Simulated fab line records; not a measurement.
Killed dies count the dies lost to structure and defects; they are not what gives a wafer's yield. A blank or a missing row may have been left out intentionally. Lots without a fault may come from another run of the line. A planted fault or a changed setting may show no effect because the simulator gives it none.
Matching of chambers | flow berkeley-cmos170 | 4 sister chambers for UCB170_GATE_ETCH_15 on rie-si-01
The step etches poly-Si in HBr/Cl2, stops on SiO2, time 56.3 s, target depth 278.2 nm. 8 wafers are shown with their chamber, then 7 later ones without.

WAFERS, EACH WITH ITS CHAMBER
wafer  | chamber | throttle-valve-pct (%) | oes-product-au (a.u.)
L829.4 | 1       | 26.13                  | 0.850
L829.5 | 1       | 26.14                  | 0.857
L831.1 | 0       | 26.33                  | 0.824
L831.6 | 0       | 26.32                  | 0.827
L844.3 | 2       | 26.54                  | 0.821
L844.5 | 2       | 26.52                  | 0.822
L846.4 | 3       | 26.17                  | 0.822
L846.5 | 3       | 26.16                  | 0.827

WAFERS WITHOUT THEIR CHAMBER
wafer  | throttle-valve-pct (%) | oes-product-au (a.u.)
L846.6 | 26.53                  | 0.833
L845.1 | 26.54                  | 0.820
L845.5 | 26.16                  | 0.828
L845.6 | 26.53                  | 0.827
L847.1 | 26.14                  | 0.842
L847.4 | 26.51                  | 0.832
L847.5 | 26.14                  | 0.853

THE CHAMBER EACH PASSED THROUGH
wafer  | from the rows above | in truth
L846.6 | 2                   | 2
L845.1 | 2                   | 2
L845.5 | 3                   | 3
L845.6 | 2                   | 2
L847.1 | 1                   | 1
L847.4 | 2                   | 2
L847.5 | 1                   | 1
Placed correctly: 7 of 7. From these rows, 0 cannot be placed. 0 placed wrongly.
How it was worked out, from the rows above alone: a wafer's distance from a chamber is the root of the sum, over the readings, of the square of ((its reading less the chamber's mean) divided by the reading's scatter). The wafer belongs to the nearest chamber; if the next one is less than 2 further off, it can't be placed. The mean given for a chamber averages the wafers shown for that chamber. The scatter: take each reading less its chamber's mean, square it, sum over the shown wafers, divide by the number of wafers less the number of chambers, and take the root.
